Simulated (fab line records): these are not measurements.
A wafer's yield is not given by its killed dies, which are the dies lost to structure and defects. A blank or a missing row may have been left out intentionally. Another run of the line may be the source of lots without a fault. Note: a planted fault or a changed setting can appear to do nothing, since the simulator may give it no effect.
A struck lot beside a sound one | flow ritCmos | 30 steps out of a route of 202
Sound: these wafers, L185.3, L185.5, L185.6. Wafers L184.3, L184.4, L184.6 were the ones struck. The cause is given at the end.
For every step that has rows: the tool of each side, followed by ch and its chambers, followed by its first start. Under that, the readings that differ: sound wafers | struck wafers | difference of the means | sigmas: that difference in standard deviations of wafers without a fault.
alike: readings with means less than 2 such deviations apart, plus words and numbers identical on both sides. not compared: withheld readings, readings lacking a value on some wafer, bounds such as >300 that could conceal the same value, and numbers that have no deviation in the record and whose values overlap.
A row with sigmas, a row that says differs or no value, or rows on one side alone: a step with any of these is where the two part. Numbers that don't overlap but have no deviation are shown without sigmas and don't part them. A reading that every wafer of one side lacks parts them only if that side has two wafers or more.

first, 6 steps without rows for these wafers: RIT_SDANNEAL_RTA_03 (time 5 s); RIT_SILICIDE_WET_ETCH_00 (etches SiO2 in BOE, target depth 14 nm, time 15 s); RIT_SILICIDE_SPUTTER_01 (material Ti, target thk 30 nm, time 248.2 s); RIT_SILICIDE_RTA_04 (time 10 s, ramp up 5 s, ramp down 5 s); RIT_SILICIDE_WET_ETCH_05 (etches Ti in SPM, time 120 s); RIT_SILICIDE_RTA_06 (time 10 s, ramp up 5 s, ramp down 10 s).
RIT_CONTACT_CVD_00: deposits SiO2 from TEOS, target thk 400 nm, time 61 s.
  sound on pecvd-03 ch 0,1,2, day 7 11:05; struck on pecvd-01 ch 0,2, day 7 07:47
reading                                 | sound           | struck          | difference | sigmas
runLengthS (s)                          | 88.7 89.4 88.1  | 79.8 80.3 79.6  | -8.8       | -21
model.SiO2_of_CONTACT_CVD_00.thkNm (nm) | 399 405.4 411.5 | 350.1 348 355.9 | -54.0      | 
  alike: heaterPowerW
  not compared: sinceWetCleanH
RIT_CONTACT_THK_MEAS_01:
  sound: filmMetro-04 at day 7 11:09; struck: filmMetro-02 at day 7 07:52
reading               | sound       | struck      | difference | sigmas
CONTACT_TEOS_THK (nm) | 399 405 412 | 350 348 356 | -54        | -9
then, 7 steps without rows for these wafers: RIT_CONTACT_HMDS_02 (prime time 60 s); RIT_CONTACT_COAT_03 (resist thk 1000 nm); RIT_CONTACT_SOFTBAKE_04 (time 60 s); RIT_CONTACT_EXPOSE_05 (exposes mask M11, target cd 1000 nm); RIT_CONTACT_PEB_06; RIT_CONTACT_DEVELOP_07 (develop time 114.2 s); RIT_CONTACT_HARDBAKE_10 (time 60 s).
RIT_CONTACT_ETCH_11: etches SiO2 in CHF3/CF4/Ar, stops on TiSi2, target depth 480 nm, time 320 s.
  sound on rieDiel-02 ch 2,3, day 7 12:32; struck on rieDiel-01 ch 0,3, day 7 09:26
reading                           | sound             | struck            | difference | sigmas
CHF3_flow_sccm (sccm)             | 50.36 50.27 50.29 | 49.96 50.14 49.85 | -0.32      | -2
oesProductAu (a.u.)               | 0.996 0.995 1.011 | 0.973 0.948 0.967 | -0.038     | -2
model.etch.depthNm (nm)           | 399 405.4 411.5   | 350.1 348 355.9   | -54.0      | 
model.CONTACT.featureDepthNm (nm) | 399 405.4 411.5   | 350.1 348 355.9   | -54.0      | 
  alike: drypumpMotorCurrentA, throttleValvePct
  not compared: rfHoursCounterH
then, 11 steps without rows for these wafers: RIT_CONTACT_STRIP_12 (strips in O2, time 180 s); RIT_CONTACT_CLEAN_13 (cleans in SC1, time 600 s); RIT_CONTACT_CLEAN_14 (cleans in SC2, time 600 s); RIT_M1_SPUTTER_00 (material Al, target thk 400 nm, time 500 s); RIT_M1_HMDS_03 (prime time 60 s); RIT_M1_COAT_04 (resist thk 1300 nm); RIT_M1_SOFTBAKE_05 (time 60 s); RIT_M1_EXPOSE_06 (exposes mask M12, target cd 2600 nm); RIT_M1_PEB_07; RIT_M1_DEVELOP_08 (develop time 68 s); RIT_M1_HARDBAKE_11 (time 120 s).
RIT_M1_METAL_ETCH_12: etches Al in Cl2/BCl3, stops on SiO2, time 165 s, target depth 600 nm.
  sound on rieMetal-01 ch 0,1, day 7 15:32; struck on rieMetal-03 ch 0,1, day 7 12:09
reading                                 | sound             | struck            | difference | sigmas
model.SiO2_of_CONTACT_CVD_00.thkNm (nm) | 361.9 367.9 374.4 | 313.1 312.3 320.4 | -52.8      | 
  alike: drypumpMotorCurrentA, oesProductAu, throttleValvePct
  not compared: rfHoursCounterH
then, 1 step without rows for these wafers: RIT_M1_STRIP_13 (strips in nmp, time 600 s).
RIT_M1_PROBE_99:
  sound: prober-02 at day 7 17:52; struck: prober-01 at day 7 14:27
reading                                 | sound                      | struck                    | difference | sigmas
model.etest.fieldPMetal.vtV (V)         | -29.19 -29.59 -29.9        | -28.07 -27.15 -28.02      | +1.81      | 
model.etest.antennaContact.vtShiftV (V) | -0.01035 -0.01051 -0.00825 | -0.01637 -0.0176 -0.01576 | -0.00687   | 
  alike: killedAtFrontEnd, killedDies, killedOnRim, killedOpen, killedShort

WHERE THEY PART
First at RIT_CONTACT_CVD_00; last, within this record, at RIT_CONTACT_ETCH_11. Later steps at which nothing parts them and some readings are alike: RIT_M1_METAL_ETCH_12, RIT_M1_PROBE_99.

WHY: the cause the simulator had injected
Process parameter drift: pecvd-01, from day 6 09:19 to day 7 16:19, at RIT_CONTACT_CVD_00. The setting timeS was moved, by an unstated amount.
